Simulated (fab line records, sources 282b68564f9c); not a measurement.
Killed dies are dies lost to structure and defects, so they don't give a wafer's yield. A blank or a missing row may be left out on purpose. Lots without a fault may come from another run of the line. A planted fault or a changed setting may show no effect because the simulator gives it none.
A struck lot beside a sound one | flow rit_cmos | 15 steps out of a route of 202
Sound: wafers L247.1, L247.2, L247.3. Struck: wafers L252.3, L252.4, L252.6. The cause comes at the end.
At each step with rows: each side's tool, then ch and its chambers, then its first start. Under that, the readings that differ: sound wafers | struck wafers | difference of the means | sigmas: that difference in standard deviations of wafers without a fault.
alike: readings whose means differ by less than 2 such deviations, and words and numbers that are the same on both sides. not compared: withheld readings, readings that some wafer has no value for, bounds like >300 that may hide the same value, and numbers for which the record gives no deviation and whose values overlap.
The two part at a step that has a row with sigmas, a row that says differs or no value, or rows on one side only. Numbers that don't overlap but have no deviation are shown without sigmas and don't part them. A reading that every wafer of one side lacks parts them only if that side has two wafers or more.

first, 6 steps without rows for these wafers: RIT_CONTACT_HMDS_02 (prime time 60 s); RIT_CONTACT_COAT_03 (resist thk 1000 nm); RIT_CONTACT_SOFTBAKE_04 (time 58.15 s); RIT_CONTACT_EXPOSE_05 (exposes mask M11, target cd 1000 nm); RIT_CONTACT_PEB_06; RIT_CONTACT_DEVELOP_07 (develop time 120 s).
RIT_CONTACT_CD_MEAS_08: target cd 1000 nm.
  sound on cd_sem-01, day 4 20:43; struck on cd_sem-02, day 6 00:19
  alike: cd_nm
RIT_CONTACT_OVL_MEAS_09:
  sound on overlay-02, day 4 20:50; struck on overlay-01, day 6 00:25
  reading          | sound        | struck         | difference | sigmas
  CONTACT_OVL (nm) | 0.3 2.0 -0.6 | -3.1 -3.9 -2.7 | -3.8       | -3
then, 1 step without rows for these wafers: RIT_CONTACT_HARDBAKE_10 (time 60 s).
RIT_CONTACT_ETCH_11: etches SiO2 in CHF3/CF4/Ar, stops on TiSi2, target depth 480 nm, time 320 s.
  sound on rie_diel-03 ch 0,2,3, day 4 21:01; struck on rie_diel-03 ch 1,2, day 6 00:35
  alike: cf4_flow_sccm, drypump_motor_current_A, oes_product_au, throttle_valve_pct
  not compared: rf_hours_counter_h
RIT_CONTACT_STRIP_12: strips in O2, time 180 s.
  sound on plasma_asher-03 ch 0,1, day 4 21:13; struck on plasma_asher-04 ch 0,1, day 6 00:50
  alike: drypump_motor_current_A
  not compared: rf_hours_counter_h
RIT_CONTACT_CD_MEAS_90: target cd 1000 nm.
  sound on cd_sem-02, day 4 21:23; struck on cd_sem-01, day 6 01:00
  alike: cd_nm
RIT_CONTACT_CLEAN_13: cleans in SC1, time 600 s.
  sound on wet_bench-03 ch 0, day 4 21:31; struck on wet_bench-02 ch 0, day 6 01:05
  no value came back on the struck wafers for bath_guard_temp_C (C), bath_heat_duty_pct (%); on the sound wafers bath_guard_temp_C (C) reads 75.5 75.4 75.2
then, 1 step without rows for these wafers: RIT_CONTACT_CLEAN_14 (cleans in SC2, time 600 s).
RIT_M1_PROBE_99:
  sound on prober-01, day 5 01:53; struck on prober-02, day 6 05:40
  alike: killed_at_contacts, killed_at_front_end, killed_dies, killed_open, killed_short

WHERE THEY PART
First at RIT_CONTACT_OVL_MEAS_09; last, within this record, at RIT_CONTACT_CLEAN_13. Later steps at which nothing parts them and some readings are alike: RIT_M1_PROBE_99.

WHY: what the simulator had put in
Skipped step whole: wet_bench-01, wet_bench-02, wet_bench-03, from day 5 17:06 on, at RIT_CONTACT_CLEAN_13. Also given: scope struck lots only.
